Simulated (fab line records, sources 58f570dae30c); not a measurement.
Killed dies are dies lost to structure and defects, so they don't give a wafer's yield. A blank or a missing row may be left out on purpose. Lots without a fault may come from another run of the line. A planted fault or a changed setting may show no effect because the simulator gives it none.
Which tool did it? | flow berkeley_cmos170 | 7 lots, 21 wafers sampled, at 2 steps of a route of 331

WHAT THE GAUGES READ, wafer by wafer
UCB170_NVT_TW_MEAS_09.
lot  | measured     | on            | NVT_TW
L107 | day 7 03:28  | film_metro-04 | 533 533 532
L108 | day 7 10:52  | film_metro-02 | 524 525 521
L119 | day 9 05:19  | film_metro-01 | 493 487 490
L120 | day 9 06:19  | film_metro-01 | 530 530 530
L122 | day 9 20:45  | film_metro-04 | 529 529 530
L124 | day 10 07:37 | film_metro-01 | 532 527 529
L127 | day 11 05:37 | film_metro-01 | 529 527 528

WHICH TOOL RAN EACH LOT (tool, then ch and the chambers of the sampled wafers, then the start)
lot  | UCB170_NVT_IMPLANT_07
L107 | implanter-02 ch 0, day 7 03:13
L108 | implanter-04 ch 0, day 7 10:37
L119 | implanter-04 ch 0, day 9 05:04
L120 | implanter-02 ch 0, day 9 06:04
L122 | implanter-02 ch 0, day 9 20:32
L124 | implanter-02 ch 0, day 10 07:23
L127 | implanter-02 ch 0, day 11 05:23
- UCB170_NVT_IMPLANT_07

THE ANSWER, worked out from the rows above alone
Rule: what is usual is taken from the lots themselves. Put in order of their means at a reading, lots are off if they are a third of the lots or fewer, leave a main group of 4 or more, and stand apart from it by a gap of 3 or more times the standard deviation of the main group's means; of several such gaps the widest counts. A main group whose means are all the same, to the digits that the tables above print for the reading, isn't used. A lot without any number at a reading at which 4 lots or more have one is off too. The other lots that the step has rows for count as sound.
Off: L119, at UCB170_NVT_TW_MEAS_09 (NVT_TW). The main group: mean 529, standard deviation 2.8.
A tool fits if, at a process step before that reading, it ran every lot that is off, and no sound lot after the first of them. The gauges at UCB170_NVT_TW_MEAS_09 are tried like those tools. One fits: implanter-04 at UCB170_NVT_IMPLANT_07. Its last sound lot is L108 (day 7 10:37), its first lot that is off L119 (day 9 05:04): a fault that began between those two fits.

WHAT THE SIMULATOR HAD PUT IN
Process parameter drift: implanter-04, from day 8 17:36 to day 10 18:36, at UCB170_NVT_IMPLANT_07. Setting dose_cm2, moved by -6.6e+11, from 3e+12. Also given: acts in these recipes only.
Lots struck among those shown: L119. The rule above found the same.
